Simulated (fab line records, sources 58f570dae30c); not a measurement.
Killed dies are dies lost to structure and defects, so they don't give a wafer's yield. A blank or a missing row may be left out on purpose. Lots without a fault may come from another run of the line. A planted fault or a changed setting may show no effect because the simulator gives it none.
A sampling plan put to the test | flow berkeley_cmos170 | one fab line, 37 faults that these records tell of, each judged on the records of the lots that it struck
The plan is the line's own looks: the steps of the route at which a gauge or an inspection reads the wafer and doesn't change it. A look can be judged if struck wafers have a number there and the file gives its usual mean and standard deviation on fault-free wafers. Caught: at a look after the fault's first step, the mean of the struck wafers lies 4 or more of those standard deviations (sigma) from the usual mean. On the tool: the same test on the tool's own readings at the fault's steps. Another recipe on the struck wafers, or a record that is blank for them alone, also counts as caught.

THE FAULTS, as the simulator had put them in
1. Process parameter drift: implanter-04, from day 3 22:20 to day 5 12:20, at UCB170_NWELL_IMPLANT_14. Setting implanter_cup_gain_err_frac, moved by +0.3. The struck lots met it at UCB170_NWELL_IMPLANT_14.
2. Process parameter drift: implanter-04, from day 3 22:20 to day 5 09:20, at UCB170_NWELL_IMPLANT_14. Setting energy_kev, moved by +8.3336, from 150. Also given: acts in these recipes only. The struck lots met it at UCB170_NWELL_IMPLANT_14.
3. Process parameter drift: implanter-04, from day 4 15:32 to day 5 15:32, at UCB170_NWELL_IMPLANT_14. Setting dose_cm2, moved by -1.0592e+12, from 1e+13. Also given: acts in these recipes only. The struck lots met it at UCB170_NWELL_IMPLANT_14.
4. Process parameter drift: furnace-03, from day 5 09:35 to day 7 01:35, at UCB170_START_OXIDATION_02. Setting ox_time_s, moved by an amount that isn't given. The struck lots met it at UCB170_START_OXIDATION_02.
5. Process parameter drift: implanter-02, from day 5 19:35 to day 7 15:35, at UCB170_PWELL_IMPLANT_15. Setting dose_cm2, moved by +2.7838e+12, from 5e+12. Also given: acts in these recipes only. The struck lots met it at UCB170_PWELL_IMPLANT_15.
6. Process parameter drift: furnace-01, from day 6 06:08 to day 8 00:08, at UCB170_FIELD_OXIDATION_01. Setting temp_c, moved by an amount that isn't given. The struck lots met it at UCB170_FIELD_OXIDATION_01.
7. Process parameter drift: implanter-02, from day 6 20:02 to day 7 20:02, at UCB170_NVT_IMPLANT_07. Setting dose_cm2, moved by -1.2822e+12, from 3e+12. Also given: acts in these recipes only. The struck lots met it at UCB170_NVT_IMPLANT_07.
8. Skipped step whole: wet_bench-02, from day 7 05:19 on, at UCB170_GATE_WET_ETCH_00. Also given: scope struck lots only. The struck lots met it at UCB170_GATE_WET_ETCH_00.
9. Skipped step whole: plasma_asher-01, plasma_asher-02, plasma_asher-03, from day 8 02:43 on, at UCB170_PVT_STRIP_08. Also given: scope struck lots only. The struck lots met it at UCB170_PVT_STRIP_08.
10. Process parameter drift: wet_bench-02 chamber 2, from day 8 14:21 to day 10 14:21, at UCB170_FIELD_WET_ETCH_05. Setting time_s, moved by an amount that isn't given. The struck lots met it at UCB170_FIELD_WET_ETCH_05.
11. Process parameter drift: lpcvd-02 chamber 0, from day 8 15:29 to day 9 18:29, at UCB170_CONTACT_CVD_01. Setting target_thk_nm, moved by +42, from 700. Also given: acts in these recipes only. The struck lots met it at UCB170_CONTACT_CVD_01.
12. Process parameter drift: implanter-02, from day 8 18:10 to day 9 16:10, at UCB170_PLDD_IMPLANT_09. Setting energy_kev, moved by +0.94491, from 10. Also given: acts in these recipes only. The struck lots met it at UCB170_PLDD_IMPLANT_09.
13. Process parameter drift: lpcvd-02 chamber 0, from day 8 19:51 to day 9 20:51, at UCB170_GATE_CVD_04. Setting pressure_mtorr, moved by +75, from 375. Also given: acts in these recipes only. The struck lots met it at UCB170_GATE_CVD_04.
14. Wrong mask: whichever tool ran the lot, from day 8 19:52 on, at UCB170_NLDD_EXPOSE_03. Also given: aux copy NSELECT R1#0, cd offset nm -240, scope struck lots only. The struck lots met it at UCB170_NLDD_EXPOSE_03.
15. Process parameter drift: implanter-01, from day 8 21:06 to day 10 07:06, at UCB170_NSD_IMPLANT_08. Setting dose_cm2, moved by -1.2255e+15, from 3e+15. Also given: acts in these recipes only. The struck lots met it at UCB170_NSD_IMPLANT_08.
16. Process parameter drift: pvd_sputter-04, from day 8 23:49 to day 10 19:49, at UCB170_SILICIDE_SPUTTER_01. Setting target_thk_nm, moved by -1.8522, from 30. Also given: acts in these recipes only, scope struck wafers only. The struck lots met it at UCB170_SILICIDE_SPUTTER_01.
17. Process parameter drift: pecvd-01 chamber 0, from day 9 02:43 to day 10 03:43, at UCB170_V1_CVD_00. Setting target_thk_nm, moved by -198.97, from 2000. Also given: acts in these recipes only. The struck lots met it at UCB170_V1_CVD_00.
18. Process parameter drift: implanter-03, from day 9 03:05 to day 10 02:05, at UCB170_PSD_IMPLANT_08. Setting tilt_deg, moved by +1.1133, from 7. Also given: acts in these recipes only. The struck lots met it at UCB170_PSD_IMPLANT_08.
19. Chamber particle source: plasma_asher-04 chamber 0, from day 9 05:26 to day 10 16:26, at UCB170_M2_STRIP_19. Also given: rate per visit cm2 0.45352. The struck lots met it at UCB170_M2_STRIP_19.
20. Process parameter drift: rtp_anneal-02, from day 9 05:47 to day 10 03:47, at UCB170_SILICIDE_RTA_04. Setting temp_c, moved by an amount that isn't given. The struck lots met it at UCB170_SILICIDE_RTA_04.
21. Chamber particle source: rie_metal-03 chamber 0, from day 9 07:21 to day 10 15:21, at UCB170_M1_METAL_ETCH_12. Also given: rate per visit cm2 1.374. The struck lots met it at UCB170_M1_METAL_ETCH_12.
22. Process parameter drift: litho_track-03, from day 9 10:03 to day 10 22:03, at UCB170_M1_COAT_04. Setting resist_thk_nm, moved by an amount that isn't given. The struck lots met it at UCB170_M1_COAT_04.
23. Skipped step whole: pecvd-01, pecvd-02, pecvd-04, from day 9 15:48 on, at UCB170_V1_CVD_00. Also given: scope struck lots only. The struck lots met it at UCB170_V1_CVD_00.
24. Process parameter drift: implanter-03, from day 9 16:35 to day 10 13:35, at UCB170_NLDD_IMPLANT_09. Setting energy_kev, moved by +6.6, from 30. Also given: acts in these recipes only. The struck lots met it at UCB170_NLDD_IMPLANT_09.
25. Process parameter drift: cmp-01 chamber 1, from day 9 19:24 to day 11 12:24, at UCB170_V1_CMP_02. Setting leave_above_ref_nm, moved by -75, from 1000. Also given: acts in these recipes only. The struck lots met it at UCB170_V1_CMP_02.
26. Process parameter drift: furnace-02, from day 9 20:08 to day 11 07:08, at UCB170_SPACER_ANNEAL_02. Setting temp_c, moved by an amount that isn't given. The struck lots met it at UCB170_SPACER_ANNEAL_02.
27. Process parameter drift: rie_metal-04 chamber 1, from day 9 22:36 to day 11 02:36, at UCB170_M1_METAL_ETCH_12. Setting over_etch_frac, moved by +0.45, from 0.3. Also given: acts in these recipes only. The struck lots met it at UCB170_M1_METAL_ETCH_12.
28. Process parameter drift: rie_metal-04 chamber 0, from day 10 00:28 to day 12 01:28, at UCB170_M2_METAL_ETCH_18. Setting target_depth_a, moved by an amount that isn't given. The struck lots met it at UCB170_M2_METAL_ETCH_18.
29. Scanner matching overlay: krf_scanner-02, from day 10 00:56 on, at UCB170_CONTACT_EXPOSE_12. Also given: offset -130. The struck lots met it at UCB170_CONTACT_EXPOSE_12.
30. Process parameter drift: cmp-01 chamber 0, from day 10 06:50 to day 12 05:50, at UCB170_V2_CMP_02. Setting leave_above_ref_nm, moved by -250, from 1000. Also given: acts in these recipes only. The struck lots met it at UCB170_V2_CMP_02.
31. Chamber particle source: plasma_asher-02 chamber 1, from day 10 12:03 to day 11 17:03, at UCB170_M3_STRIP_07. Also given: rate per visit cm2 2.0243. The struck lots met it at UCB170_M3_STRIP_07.
32. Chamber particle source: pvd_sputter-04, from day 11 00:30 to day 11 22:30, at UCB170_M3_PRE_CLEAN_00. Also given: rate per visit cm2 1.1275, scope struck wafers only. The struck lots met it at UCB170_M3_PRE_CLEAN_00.
33. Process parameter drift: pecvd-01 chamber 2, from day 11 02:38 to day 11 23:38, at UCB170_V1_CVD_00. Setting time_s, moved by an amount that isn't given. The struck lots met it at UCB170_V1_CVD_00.
34. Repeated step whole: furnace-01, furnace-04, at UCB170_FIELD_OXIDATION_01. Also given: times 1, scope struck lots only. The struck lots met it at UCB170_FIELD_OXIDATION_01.
35. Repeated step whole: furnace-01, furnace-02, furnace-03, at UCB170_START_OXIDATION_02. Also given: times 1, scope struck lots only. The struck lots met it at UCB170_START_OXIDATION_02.
36. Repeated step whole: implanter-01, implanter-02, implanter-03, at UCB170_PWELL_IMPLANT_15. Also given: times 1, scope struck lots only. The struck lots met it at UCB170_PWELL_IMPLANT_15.
37. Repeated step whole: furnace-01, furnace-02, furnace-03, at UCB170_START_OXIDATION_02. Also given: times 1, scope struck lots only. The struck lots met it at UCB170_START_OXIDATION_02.

WHAT THE PLAN SAW
fault | on the tool itself                               | first look that catches it                      | reading, sigma                                                      | median hours from its first step to that look | hours from the fault's start to the first struck lot there | judged looks passed uncaught
1     | faraday_current_uA +14 sigma                     | UCB170_NWELL_TW_MEAS_16                         | NWELL_TW -5.6                                                       | 0.2                                           | 9                                                          | 0
2     | beam_energy_keV +99 or beyond sigma              | no look after it can be judged                  | -                                                                   | -                                             | -                                                          | 0
3     | dose_ions_cm2 -96 sigma                          | no look after it can be judged                  | -                                                                   | -                                             | -                                                          | 0
4     | under 2 sigma                                    | UCB170_START_THK_MEAS_03                        | START_OXIDE_THK +4.2                                                | 1.5                                           | 4                                                          | 0
5     | dose_ions_cm2 +99 or beyond sigma                | UCB170_PWELL_TW_MEAS_17                         | PWELL_TW +17                                                        | 0.2                                           | 2                                                          | 0
6     | tube_center_temp_C +62 sigma                     | none of the 6 looks that can be judged after it | strongest: FIELD_OXIDE_LEFT_1_THK at UCB170_FIELD_THK_MEAS_90, +2.5 | -                                             | -                                                          | 6
7     | dose_ions_cm2 -99 or beyond sigma                | UCB170_NVT_TW_MEAS_09                           | NVT_TW -11                                                          | 0.2                                           | 7                                                          | 0
8     | the tool's record is blank for the struck wafers | none of the 3 looks that can be judged after it | strongest: FIELD_OXIDE_LEFT_2_THK at UCB170_FIELD_THK_MEAS_91, +3.0 | -                                             | -                                                          | 3
9     | no reading that can be judged                    | not the one look that can be judged after it    | -                                                                   | -                                             | -                                                          | 1
10    | run_length_s +99 or beyond sigma                 | not the one look that can be judged after it    | -                                                                   | -                                             | -                                                          | 1
11    | no reading that can be judged                    | UCB170_CONTACT_THK_MEAS_02                      | CONTACT_PSG_THK +6.3                                                | 1.8                                           | 20                                                         | 0
12    | beam_energy_keV +99 or beyond sigma              | not the one look that can be judged after it    | strongest: PLDD_TW at UCB170_PLDD_TW_MEAS_11, +2.1                  | -                                             | -                                                          | 1
13    | pressure_mtorr +86 sigma                         | UCB170_GATE_THK_MEAS_05                         | GATE_POLY_THK +8.6                                                  | 1.4                                           | 10                                                         | 0
14    | no reading that can be judged                    | UCB170_NLDD_CD_MEAS_06                          | cd_nm -99 or beyond                                                 | 0.6                                           | 1                                                          | 0
15    | dose_ions_cm2 -99 or beyond sigma                | UCB170_NSD_TW_MEAS_10                           | NSD_TW -7.3                                                         | 0.2                                           | 6                                                          | 0
16    | under 2 sigma                                    | UCB170_SILICIDE_RS_MEAS_02                      | SILICIDE_TI_RS +5.5                                                 | 0.1                                           | 18                                                         | 0
17    | under 2 sigma                                    | UCB170_V1_THK_MEAS_01                           | V1_TEOS_THK -5.8                                                    | 0.2                                           | 15                                                         | 0
18    | tilt_deg +61 sigma                               | none of the 2 looks that can be judged after it | -                                                                   | -                                             | -                                                          | 2
19    | under 2 sigma                                    | no look after it can be judged                  | -                                                                   | -                                             | -                                                          | 0
20    | wafer_temp_C_max -4.2 sigma                      | no look after it can be judged                  | -                                                                   | -                                             | -                                                          | 0
21    | under 2 sigma                                    | none of the 3 looks that can be judged after it | -                                                                   | -                                             | -                                                          | 3
22    | no reading that can be judged                    | not the one look that can be judged after it    | strongest: cd_nm at UCB170_M1_CD_MEAS_09, -3.8                      | -                                             | -                                                          | 1
23    | the tool's record is blank for the struck wafers | not the one look that can be judged after it    | strongest: V1_BOW at UCB170_V1_BOW_MEAS_03, -2.7                    | -                                             | -                                                          | 1
24    | beam_energy_keV +99 or beyond sigma              | UCB170_NLDD_TW_MEAS_11                          | NLDD_TW +4.5                                                        | 0.2                                           | 5                                                          | 0
25    | under 2 sigma                                    | UCB170_V1_THK_MEAS_04                           | V1_POLISHED_THK -62                                                 | 0.3                                           | 3                                                          | 0
26    | tube_center_temp_C +99 or beyond sigma           | UCB170_SDANNEAL_RS_MEAS_04                      | PLDD_RS -18                                                         | 7.8                                           | 14                                                         | 0
27    | oes_product_au -9.7 sigma                        | UCB170_M1_CD_MEAS_90                            | cd_nm -4.7                                                          | 0.2                                           | 8                                                          | 0
28    | oes_product_au -4.1 sigma                        | none of the 2 looks that can be judged after it | -                                                                   | -                                             | -                                                          | 2
29    | no reading that can be judged                    | UCB170_CONTACT_OVL_MEAS_16                      | CONTACT_OVL -26                                                     | 0.5                                           | 2                                                          | 0
30    | under 2 sigma                                    | UCB170_V2_THK_MEAS_04                           | V2_POLISHED_THK -99 or beyond                                       | 0.4                                           | 6                                                          | 0
31    | under 2 sigma                                    | no look after it can be judged                  | -                                                                   | -                                             | -                                                          | 0
32    | no reading that can be judged                    | no look after it can be judged                  | -                                                                   | -                                             | -                                                          | 0
33    | run_length_s +36 sigma                           | UCB170_V1_THK_MEAS_01                           | V1_TEOS_THK +5.5                                                    | 0.2                                           | 6                                                          | 0
34    | no reading that can be judged                    | UCB170_FIELD_THK_MEAS_02                        | FIELD_OXIDE_THK +23                                                 | 7.5                                           | -                                                          | 0
35    | under 2 sigma                                    | UCB170_START_THK_MEAS_03                        | START_OXIDE_THK +26                                                 | 3.5                                           | -                                                          | 0
36    | no reading that can be judged                    | UCB170_PWELL_TW_MEAS_17                         | PWELL_TW +28                                                        | 0.5                                           | -                                                          | 0
37    | no reading that can be judged                    | UCB170_START_THK_MEAS_03                        | START_OXIDE_THK +25                                                 | 4.1                                           | -                                                          | 0
A dash: the fault isn't caught, or these records don't give the number.

Caught at a look: 21 of 37. Caught on the tool: 19 of 37. By one or the other: 31 of 37.
Caught on the tool alone: faults 2, 3, 6, 8, 10, 12, 18, 20, 23, 28.
Caught at a look alone: faults 4, 11, 14, 16, 17, 25, 29, 30, 34, 35, 36, 37.
Caught by neither: faults 9, 19, 21, 22, 31, 32.

THINNER SAMPLING
If the look that catches a fault measured only every second or every third lot, by lot number, the first struck lot would be measured this late in the worst case:
fault | struck lots at that look, in order of time | every lot | every second lot | every third lot
1     | L837, L841                                 | 9 h       | may miss all 2   | may miss all 2
4     | L594, L597                                 | 4 h       | 18 h             | may miss all 2
5     | L873, L875                                 | 2 h       | may miss all 2   | may miss all 2
7     | L458, L459                                 | 7 h       | 7 h              | may miss all 2
11    | L693, L694                                 | 20 h      | 22 h             | may miss all 2
13    | L260                                       | 10 h      | may miss it      | may miss it
14    | L913                                       | 1 h       | may miss it      | may miss it
15    | L424, L420                                 | 6 h       | may miss all 2   | may miss all 2
16    | L422                                       | 18 h      | may miss it      | may miss it
17    | L906                                       | 15 h      | may miss it      | may miss it
24    | L612, L613                                 | 5 h       | 6 h              | may miss all 2
25    | L696, L699                                 | 3 h       | 12 h             | may miss all 2
26    | L916, L915, L914                           | 14 h      | 14 h             | 14 h
27    | L695, L697                                 | 8 h       | may miss all 2   | may miss all 2
29    | L625, L628, L626, L629                     | 2 h       | 14 h             | may miss all 4
30    | L342, L344                                 | 6 h       | may miss all 2   | may miss all 2
33    | L249, L248                                 | 6 h       | 6 h              | may miss all 2
Hours are from the fault's start to the first struck lot that is measured. The limit of 4 sigma was tested on all struck wafers together, so one lot alone may lie under it. Other struck lots may not be in these records.

THE LONGEST TIMED WAY FROM STEP TO LOOK
Fault 26: a median of 7.8 hours passes between UCB170_SPACER_ANNEAL_02 and UCB170_SDANNEAL_RS_MEAS_04. No look between them can be judged.
